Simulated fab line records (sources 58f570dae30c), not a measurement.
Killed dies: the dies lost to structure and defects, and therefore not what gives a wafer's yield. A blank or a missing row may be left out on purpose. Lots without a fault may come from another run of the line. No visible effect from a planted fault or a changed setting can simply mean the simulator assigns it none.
fab line records    flow berkeley-cmos170
record: lots: 15  wafers: 45  last-day: 11
route steps=331 shown PWELL@36
lots with no fault: from the same line, run without faults
start-h: hours from the record's first day to the start of the lot's first wafer shown    wait-h: hours since the lot's step before    " identical to the entry in the row above    L1.1+2: one row covering several wafers at once    - no value, or no start was given    * or withheld: withheld    < > ~ a bound
route shown NAME@n: a module of which the file shows steps, and the number in the route of the first    usual: mean and standard deviation over wafers with no fault    same: alike in all rows    chamber/n: place in a boat    sites: per-site readings    _std_site: standard deviation across them    _edge_site: mean of outer sites minus mean of inner sites    radius-mm: for every site, how far away it sits from the centre of the wafer    mask NAME#n: copy n    behind: the tool/chamber that last shaped the wafer    hold: cause of the lot's hold/its duration in hours/its outcome    device: whichever transistor did not switch (one of n, p or np)    end of line: at the end of the route, the tests of the same wafers    a step without rows: its recipe alone    killed: at the first sort, the dies lost to defects and structure; wafer yield is something else    map: a wafer's dies, marking killed ones x, the rest . and places with no die _
set.NAME: the run value of the setting; set.NAME@STEP: its run value at that earlier step    model.NAME: the simulator's own value behind a step, which no gauge read
the route's steps for a sample of lots (tables are steps, rows are wafers)
services: the hour from which a tool's chamber was out of use, counted from the record's first day as start-h (under 0 if before that day), plus the number of hours and why
== steps ==
step: UCB170_PWELL_OXIDATION_02
recipe: temp-c: 1000  ambient: O2  target-thk-a: 264  ox-time-s: 1260
usual: ox-temp-c: 1000.0/0.44  ox-temp-c-max: 1005.1/1.1
lot.wafer  tool        chamber  start-h  wait-h  ox-temp-c  ox-temp-c-max
L972.1     furnace-01  0        43.41    2.3     999.3      1007.2
L972.2     "           0        "        "       999.6      1005.9
L972.5     "           0        "        "       999.8      1005.8
L973.2     furnace-02  0        47.24    1.3     999.9      1006.8
L973.3     "           0        "        "       999.8      1006.4
L973.5     "           0        "        "       1000.1     1004.5
L975.1     furnace-01  0        59.94    0.5     999.7      1005.2
L975.5     "           0        "        "       999.7      1005.2
L975.6     "           0        "        "       999.6      1004.2
L976.2     furnace-02  0        64.46    2.9     1000.1     1006.8
L976.3     "           0        "        "       999.6      1004.6
L976.4     "           0        "        "       1000.3     1005.4
L977.2     furnace-02  0        64.46    0.5     999.7      1004.5
L977.4     "           0        "        "       999.4      1003.4
L977.5     "           0        "        "       999.6      1006.0
L978.3     furnace-01  0        72.22    4.2     1000.2     1004.4
L978.4     "           0        "        "       999.7      1004.3
L978.5     "           0        "        "       999.4      1004.9
L979.3     furnace-01  0        72.22    0.8     1000.0     1005.4
L979.4     "           0        "        "       1000.0     1004.5
L979.5     "           0        "        "       1000.1     1004.0
L981.2     furnace-02  0        85.84    1.4     1000.1     1005.3
L981.3     "           0        "        "       1000.7     1006.0
L981.4     "           0        "        "       1000.0     1004.4
L982.1     furnace-01  0        95.66    2.2     999.8      1006.0
L982.2     "           0        "        "       998.9      1005.4
L982.6     "           0        "        "       999.8      1004.1
L984.3     furnace-02  0        99.66    0.2     1000.0     1006.5
L984.4     "           0        "        "       999.9      1007.3
L984.6     "           0        "        "       1000.3     1004.9
L986.1     furnace-01  0        113.18   1.8     1000.2     1005.4
L986.3     "           0        "        "       999.6      1006.6
L986.6     "           0        "        "       999.7      1006.6
L990.3     furnace-03  -        136.35   1.6     -          -
L990.4     "           -        "        "       -          -
L990.6     "           -        "        "       -          -
L991.2     furnace-03  -        136.35   1.8     -          -
L991.3     "           -        "        "       -          -
L991.5     "           -        "        "       -          -
L992.1     furnace-02  -        143.93   3.7     -          -
L992.2     "           -        "        "       -          -
L992.4     "           -        "        "       -          -
L994.2     furnace-02  0        150.55   2.4     999.3      1004.4
L994.4     "           0        "        "       1000.2     1005.6
L994.6     "           0        "        "       1000.0     1005.9
== services ==
tool        chamber  start-h  hours  kind
furnace-01  -        84.52    3.0    pm
furnace-01  -        138.50   4.9    pm
== key ==
first-sign: step: UCB170_PWELL_OXIDATION_02  reading: tool-record  direction: missing
effect none on later readings
met-at UCB170_PWELL_OXIDATION_02
struck-lots L990,L991,L992
later-rows-left-out L990.3,L990.4,L990.6,L991.2,L991.3,L991.5,L992.1,L992.2,L992.4
sort-left-out L990.3,L990.4,L990.6,L991.2,L991.3,L991.5,L992.1,L992.2,L992.4
tester-left-out L990,L991,L992
onset-between 99.66 136.35
fault: kind: skipped-step-whole  tool: furnace-02,furnace-03  chamber: -  onset-h: 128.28  steps: UCB170_PWELL_OXIDATION_02  scope: struck-lots-only
tester-left-out: of these lots the tester's yield and bins aren't shown, on N5 and GAA mostly nor the transistor test; their killed dies are dies lost to structure and defects alone, not to doping, threshold or leakage, so they don't give the yield
sort-left-out: the simulated sort isn't trusted on such a fault, so these wafers' sort isn't shown, and their yield isn't known
later-rows-left-out: the simulator's readings of these wafers behind a module that went badly wrong aren't trusted and aren't shown, but for the sort
